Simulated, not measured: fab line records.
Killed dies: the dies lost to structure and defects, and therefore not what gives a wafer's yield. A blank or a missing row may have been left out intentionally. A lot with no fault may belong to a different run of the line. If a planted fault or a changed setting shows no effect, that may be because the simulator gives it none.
Which tool was responsible?    flow berkeley_cmos170    21 wafers from 7 lots sampled at 2 of the route's 331 steps

WHAT THE GAUGES SHOWED, per wafer
UCB170_ACTIVE_THK_MEAS_06.
lot   measured     on             ACTIVE_NITRIDE_THK (nm)
L621  day 4 03:42  film_metro-02  218.3 218.0 218.4
L625  day 5 15:41  film_metro-01  218.0 218.0 218.4
L630  day 6 09:05  film_metro-02  218.1 216.9 219.4
L633  day 7 11:49  film_metro-01  217.4 219.1 219.1
L636  day 7 13:44  film_metro-02  216.2 220.4 218.7
L638  day 7 23:41  film_metro-02  217.8 218.3 217.8
L642  day 8 15:05  film_metro-02  216.9 218.8 219.1

WHAT TOOL EACH LOT RAN ON (gives the tool, then ch and the chambers of the sampled wafers, and finally the start)
lot   UCB170_ZERO_ETCH_06
L621  rie_diel-01 ch 1,2,3, day 1 22:18
L625  rie_diel-04 ch 0,2,3, day 2 22:02
L630  rie_diel-04 ch 0,2,3, day 3 20:28
L633  rie_diel-01 ch 0,1,2, day 4 14:50
L636  rie_diel-04 ch 0,2, day 5 05:05
L638  rie_diel-04 ch 0,2, day 5 11:47
L642  rie_diel-04 ch 1,2, day 6 09:30
- UCB170_ZERO_ETCH_06: etches SiO2 in CHF3/CF4/Ar, time 12 s.

THE ANSWER, worked out from the rows above alone
Rule: the usual values come from the lots themselves. The widest of any qualifying gaps counts: lots, ordered by their means at a reading, are off when they make up no more than a third of the lots, leave a main group of 4 or more, and stand apart from it by 3 or more times the standard deviation of that group's means. A main group whose means are all the same, to the digits that the tables above print for the reading, isn't used. A lot without any number at a reading at which 4 lots or more have one is off too. The other lots that the step has rows for count as sound.
None of the lots is off at any reading shown; this tells nothing.

WHAT THE SIMULATOR HAD PUT IN
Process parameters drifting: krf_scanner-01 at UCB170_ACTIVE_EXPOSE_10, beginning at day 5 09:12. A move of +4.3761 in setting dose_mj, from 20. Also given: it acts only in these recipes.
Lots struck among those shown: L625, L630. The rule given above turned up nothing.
